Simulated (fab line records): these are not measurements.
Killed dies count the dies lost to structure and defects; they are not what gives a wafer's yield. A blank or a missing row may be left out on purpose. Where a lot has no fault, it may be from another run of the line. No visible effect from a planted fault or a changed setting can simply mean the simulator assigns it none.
2 desks looking at one fault	flow ritCmos	every desk sees just its own numbers, and what lay behind them comes last

== DESK OF THE TOOL OWNER: implanter-04 ==
The tool's own readings at RIT_NWELL_IMPLANT_08: means of the sampled wafers that have a number, for each lot that ran on this tool. Any lot whose mean is over 4 standard deviations away from the usual mean is out of limits and marked OUT; that distance is given in the brackets.
Columns: A = beamOnS at RIT_NWELL_IMPLANT_08, usual 10.01 s; B = endStationPressureTorr at RIT_NWELL_IMPLANT_08, usual 5.12e-06 Torr; C = faradayCurrentUA at RIT_NWELL_IMPLANT_08, usual 159
lot	first seen here	A	B	C
L671	day 2 07:34	10.07	5.24e-06	157
L673	day 2 17:44	9.99	5.19e-06	159
L680	day 4 05:17	10.06	5.28e-06	158
L682	day 4 14:41	7.99 (-10) OUT	5.05e-06	199 (+12) OUT
L683	day 4 22:11	7.92 (-10) OUT	5.06e-06	200 (+13) OUT
This desk finds L682, L683 out of limits, L682 being first, at day 4 14:41 (beamOnS at RIT_NWELL_IMPLANT_08). L671, L673, L680: within limits.

== METROLOGY DESK ==
Lot by lot, what the gauges showed, no matter which tool ran the lot: averages of those sampled wafers that carry a number. Any lot whose mean is over 4 standard deviations away from the usual mean is out of limits and marked OUT; that distance is given in the brackets.
Columns: A = NWELL_TW at RIT_NWELL_TW_MEAS_10, usual 2151; B = NWELL_RS at RIT_WELLDRIVE_RS_MEAS_01, usual 275.7 ohm/sq
lot	first seen here	A	B
L669	day 1 22:23	2178	275.5
L670	day 2 02:38	2181	276.5
L671	day 2 07:52	2182	274.4
L672	day 2 13:53	2109	275.3
L673	day 2 18:03	2159	275.0
L674	day 3 01:04	2149	275.8
L678	day 3 20:11	2106	275.9
L680	day 4 05:36	2175	275.0
L682	day 4 15:01	2011 (-6.7) OUT	316.5 (+60) OUT
L683	day 4 22:29	2006 (-6.9) OUT	317.2 (+61) OUT
L686	day 5 11:47	2152	275.9
L687	day 5 16:45	2131	276.0
L688	day 5 21:50	2153	275.3
L690	day 6 06:19	2146	275.0
Finding of this desk: L682, L683 out of limits, first seen on L682 at day 4 15:01 (NWELL_TW at RIT_NWELL_TW_MEAS_10). L669, L670, L671, L672, L673, L674, L678, L680, L686, L687, L688, L690: within limits.

== PUT TOGETHER ==
The tool owner's desk could have raised an alarm at day 4 14:41, on L682, L683.
On L682, L683, the metrology desk was in a position to raise an alarm at day 4 15:01.
Every lot named ran RIT_NWELL_IMPLANT_08 on implanter-04.

== WHAT THE SIMULATOR HAD PUT IN ==
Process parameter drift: implanter-04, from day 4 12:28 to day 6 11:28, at RIT_NWELL_IMPLANT_08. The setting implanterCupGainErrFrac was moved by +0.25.
Lots struck among those shown: L682, L683.
Fault start to first reading out of limits, in hours, per desk: tool owner, 2; metrology, 3.
